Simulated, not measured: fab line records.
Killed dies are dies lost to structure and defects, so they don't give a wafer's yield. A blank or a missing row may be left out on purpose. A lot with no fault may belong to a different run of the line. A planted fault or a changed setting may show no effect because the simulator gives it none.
Comparing a struck lot with a sound one	flow berkeley cmos170	14 steps out of a route of 331
Sound: wafers L312.2, L312.4, L312.6. The struck wafers were L322.2, L322.3, L322.6. The cause is given at the end.
Order at every step that has rows: each side's tool, ch and its chambers, its first start. Under that, the readings that differ: sound wafers	struck wafers	difference of the means	sigmas: that difference in standard deviations of wafers without a fault.
alike: a reading whose means differ by less than 2 such deviations, as well as words and numbers matching on both sides. not compared: withheld readings; readings where some wafer has no value; bounds like >300 that might hide an equal value; numbers whose values overlap and for which the record gives no deviation.
The two part at a step that has a row with sigmas, a row that says differs or no value, or rows on one side only. Numbers that have no deviation but don't overlap get no sigmas and don't part them. A reading missing from all wafers of one side parts the sides only when that side holds two or more wafers.

first, 5 steps without rows for these wafers: UCB170_NWELL_WET_ETCH_18 (etches Si3N4 in H3PO4, time 14400 s); UCB170_NWELL_WET_ETCH_19 (etches SiO2 in BOE, time 22 s); UCB170_PWELL_CLEAN_00 (cleans in SPM, time 600 s); UCB170_PWELL_CLEAN_01 (cleans in dHF, time 60 s); UCB170_PWELL_OXIDATION_02 (target thk 26.4 nm, ox time 1260 s).
UCB170_PWELL_THK_MEAS_03:
  sound: film metro-03 at day 3 11:02; struck: film metro-01 at day 5 21:01
  alike: PWELL_OXIDE_THK
then, 2 steps without rows for these wafers: UCB170_PWELL_ANNEAL_04 (time 900 s); UCB170_PWELL_CVD_05 (deposits Si3N4 from SiH2Cl2/NH3, target thk 220 nm, time 3300 s).
UCB170_PWELL_THK_MEAS_06:
  sound: film metro-01 at day 3 17:16; struck: film metro-04 at day 6 03:21
  alike: PWELL_NITRIDE_THK
then, 3 steps without rows for these wafers: UCB170_PWELL_HMDS_07 (prime time 60 s); UCB170_PWELL_COAT_08 (resist thk 900 nm); UCB170_PWELL_SOFTBAKE_09 (time 60 s).
UCB170_PWELL_EXPOSE_10: exposes mask PWELL, target cd 3000 nm.
  struck on krf scanner-02, day 6 04:18; sound on krf scanner-01 ch 0, day 3 17:59
  no value came back on the struck wafers for exposure dose mJ cm2, focus offset nm (nm); on the sound wafers exposure dose mJ cm2 reads 18.781 18.791 18.796
  alike: mask
after that, 1 step had no rows for these wafers: UCB170_PWELL_PEB_11.

== WHERE THEY PART ==
Only at UCB170_PWELL_EXPOSE_10, within this record.

WHY: the cause the simulator had injected
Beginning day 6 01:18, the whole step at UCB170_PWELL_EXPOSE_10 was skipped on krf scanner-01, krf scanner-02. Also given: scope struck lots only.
